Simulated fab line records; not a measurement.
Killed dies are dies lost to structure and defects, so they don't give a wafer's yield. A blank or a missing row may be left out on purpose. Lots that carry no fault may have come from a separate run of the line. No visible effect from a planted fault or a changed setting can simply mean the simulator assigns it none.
Split-lot study || flow rit cmos || route with 202 steps; 5 lots, 23 wafers read

## THE SPLIT ITSELF
At RIT_NRETRO_IMPLANT_08, the setting energy kev was moved away from the recipe's 70 on 8 of the 23 wafers read, by -1.5% to +3.9%. The other wafers ran this setting at the recipe's value.

The split's own step is where the reading is taken.

## THE READING
The simulator's own value implant.drp nm, read by no gauge, in nm at RIT_NRETRO_IMPLANT_08. The file does not state a usual value for it.

{"wafer": "L074.1", "tool, chamber at the split": "implanter-01, 0", "energy kev as run": 68.95, "against the recipe": "-1.5%", "implant.drp nm, nm": 33.51, "against lot-mates on the recipe": -0.43}
{"wafer": "L074.5", "tool, chamber at the split": "implanter-01, 0", "energy kev as run": 68.95, "against the recipe": "-1.5%", "implant.drp nm, nm": 33.51, "against lot-mates on the recipe": -0.43}
{"wafer": "L074.6", "tool, chamber at the split": "implanter-01, 0", "energy kev as run": 68.95, "against the recipe": "-1.5%", "implant.drp nm, nm": 33.51, "against lot-mates on the recipe": -0.43}
{"wafer": "L074.2", "tool, chamber at the split": "implanter-01, 0", "energy kev as run": 70, "against the recipe": "recipe", "implant.drp nm, nm": 33.94, "against lot-mates on the recipe": "-"}
{"wafer": "L074.4", "tool, chamber at the split": "implanter-01, 0", "energy kev as run": 70, "against the recipe": "recipe", "implant.drp nm, nm": 33.94, "against lot-mates on the recipe": "-"}
{"wafer": "L078.1", "tool, chamber at the split": "implanter-01, 0", "energy kev as run": 70, "against the recipe": "recipe", "implant.drp nm, nm": 33.94, "against lot-mates on the recipe": "-"}
{"wafer": "L078.2", "tool, chamber at the split": "implanter-01, 0", "energy kev as run": 70, "against the recipe": "recipe", "implant.drp nm, nm": 33.94, "against lot-mates on the recipe": "-"}
{"wafer": "L078.3", "tool, chamber at the split": "implanter-01, 0", "energy kev as run": 70, "against the recipe": "recipe", "implant.drp nm, nm": 33.94, "against lot-mates on the recipe": "-"}
{"wafer": "L078.4", "tool, chamber at the split": "implanter-01, 0", "energy kev as run": 70, "against the recipe": "recipe", "implant.drp nm, nm": 33.94, "against lot-mates on the recipe": "-"}
{"wafer": "L078.5", "tool, chamber at the split": "implanter-01, 0", "energy kev as run": 70, "against the recipe": "recipe", "implant.drp nm, nm": 33.94, "against lot-mates on the recipe": "-"}
{"wafer": "L080.1", "tool, chamber at the split": "implanter-01, 0", "energy kev as run": 70, "against the recipe": "recipe", "implant.drp nm, nm": 33.94, "against lot-mates on the recipe": "-"}
{"wafer": "L080.3", "tool, chamber at the split": "implanter-01, 0", "energy kev as run": 70, "against the recipe": "recipe", "implant.drp nm, nm": 33.94, "against lot-mates on the recipe": "-"}
{"wafer": "L080.5", "tool, chamber at the split": "implanter-01, 0", "energy kev as run": 70, "against the recipe": "recipe", "implant.drp nm, nm": 33.94, "against lot-mates on the recipe": "-"}
{"wafer": "L080.4", "tool, chamber at the split": "implanter-01, 0", "energy kev as run": 71.51, "against the recipe": "+2.2%", "implant.drp nm, nm": 34.55, "against lot-mates on the recipe": "+0.61"}
{"wafer": "L080.6", "tool, chamber at the split": "implanter-01, 0", "energy kev as run": 71.51, "against the recipe": "+2.2%", "implant.drp nm, nm": 34.55, "against lot-mates on the recipe": "+0.61"}
{"wafer": "L082.1", "tool, chamber at the split": "implanter-04, 0", "energy kev as run": 70, "against the recipe": "recipe", "implant.drp nm, nm": 33.94, "against lot-mates on the recipe": "-"}
{"wafer": "L082.2", "tool, chamber at the split": "implanter-04, 0", "energy kev as run": 70, "against the recipe": "recipe", "implant.drp nm, nm": 33.94, "against lot-mates on the recipe": "-"}
{"wafer": "L082.3", "tool, chamber at the split": "implanter-04, 0", "energy kev as run": 70, "against the recipe": "recipe", "implant.drp nm, nm": 33.94, "against lot-mates on the recipe": "-"}
{"wafer": "L083.1", "tool, chamber at the split": "implanter-03, 0", "energy kev as run": 72.75, "against the recipe": "+3.9%", "implant.drp nm, nm": 35.06, "against lot-mates on the recipe": "+1.12"}
{"wafer": "L083.2", "tool, chamber at the split": "implanter-03, 0", "energy kev as run": 72.75, "against the recipe": "+3.9%", "implant.drp nm, nm": 35.06, "against lot-mates on the recipe": "+1.12"}
{"wafer": "L083.5", "tool, chamber at the split": "implanter-03, 0", "energy kev as run": 72.75, "against the recipe": "+3.9%", "implant.drp nm, nm": 35.06, "against lot-mates on the recipe": "+1.12"}
{"wafer": "L083.3", "tool, chamber at the split": "implanter-03, 0", "energy kev as run": 70, "against the recipe": "recipe", "implant.drp nm, nm": 33.94, "against lot-mates on the recipe": "-"}
{"wafer": "L083.4", "tool, chamber at the split": "implanter-03, 0", "energy kev as run": 70, "against the recipe": "recipe", "implant.drp nm, nm": 33.94, "against lot-mates on the recipe": "-"}

FIT RESULTS
A straight line over all 23 wafers: implant.drp nm changes by +0.285 nm for each +1% of energy kev; r = +1.00; the points scatter about the line by 0.0016 nm.
The same after taking each lot's own level away (the mean of its wafers on the recipe; 23 wafers): +0.285 nm for each +1%; r = +1.00; scatter 0.0016 nm.
On that fit, the largest move of energy kev shifts the reading by 1.1 nm.
The lots' own levels span 33.940 to 33.940 nm.
Hence the lot-to-lot level has little effect on the slope; both slopes agree.
Check: for one of the wafers moved furthest among these (+3.9%), held out of the fit, the line's prediction against its lot-mates is +1.12 nm. Against them it came out at +1.12 nm.

## ADDITIONAL SPLITS CARRIED BY THESE WAFERS
These wafers also went through other splits before the reading. Each is held against what the fit with the lots' levels taken away leaves over:
{"other split on the same wafers": "RIT_ACTIVE_CVD_03 temp c", "wafers away from the commonest value": 15, "r with implant.drp nm (lot level and that fit taken away)": -0.30}
{"other split on the same wafers": "RIT_ACTIVE_EXPOSE_08 dose mj", "wafers away from the commonest value": 8, "r with implant.drp nm (lot level and that fit taken away)": "+0.03"}
{"other split on the same wafers": "RIT_NRETRO_COAT_01 spin rpm", "wafers away from the commonest value": 7, "r with implant.drp nm (lot level and that fit taken away)": "+0.30"}

## THE WHOLE CHAIN: every reading that the file lists as answering this split, in the file's order
{"step": "RIT_NRETRO_IMPLANT_08", "what it does": "", "reading": "implant.rp nm (the simulator's own value, which no gauge read)", "change (the file's fit)": "+0.885 nm for each +1% of the setting", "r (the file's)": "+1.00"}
{"step": "RIT_NRETRO_IMPLANT_08", "what it does": "", "reading": "implant.drp nm (the simulator's own value, which no gauge read)", "change (the file's fit)": "+0.285 nm for each +1% of the setting", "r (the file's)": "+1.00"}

## THE FILE'S OWN FIT
implant.drp nm changes by +0.285 nm for each +1% of energy kev, r = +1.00.
